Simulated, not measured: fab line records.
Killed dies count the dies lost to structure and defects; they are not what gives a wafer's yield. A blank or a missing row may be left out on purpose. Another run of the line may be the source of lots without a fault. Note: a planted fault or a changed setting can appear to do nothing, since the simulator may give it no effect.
Which tool did it? :: flow berkeley_cmos170 :: 7 lots (21 wafers sampled), 1 step of a 331-step route

## WHAT EACH GAUGE READ, for each wafer
UCB170_V1_BOW_MEAS_03.
lot: L883
measured: day 8 09:40
on: film_metro-02
V1_BOW (um): 28 20 23

lot: L885
measured: day 8 17:49
on: film_metro-03
V1_BOW (um): 13 14 19

lot: L892
measured: day 10 00:15
on: film_metro-02
V1_BOW (um): 14 10 18

lot: L895
measured: day 10 21:22
on: film_metro-02
V1_BOW (um): 10 19 11

lot: L898
measured: day 11 14:29
on: film_metro-02
V1_BOW (um): 5 23 7

lot: L901
measured: day 12 02:28
on: film_metro-01
V1_BOW (um): 9 28 25

lot: L904
measured: day 12 18:08
on: film_metro-02
V1_BOW (um): 25 21 19

## EACH LOT AND THE TOOL THAT RAN IT (in order: tool; ch and the chambers of the sampled wafers; start)
The record shows no process step preceding these readings.

## THE ANSWER, worked out from the rows above alone
Rule: the lots themselves supply what counts as usual. Put in order of their means at a reading, lots are off if they are a third of the lots or fewer, leave a main group of 4 or more, and stand apart from it by a gap of 3 or more times the standard deviation of the main group's means; of several such gaps the widest counts. A main group is skipped when, at the precision printed for the reading in the tables above, its means are all equal. A lot without any number at a reading at which 4 lots or more have one is off too. The other lots that the step has rows for count as sound.
No lot is off at any reading shown: from this, nothing can be told.

## WHAT THE SIMULATOR HAD PUT IN
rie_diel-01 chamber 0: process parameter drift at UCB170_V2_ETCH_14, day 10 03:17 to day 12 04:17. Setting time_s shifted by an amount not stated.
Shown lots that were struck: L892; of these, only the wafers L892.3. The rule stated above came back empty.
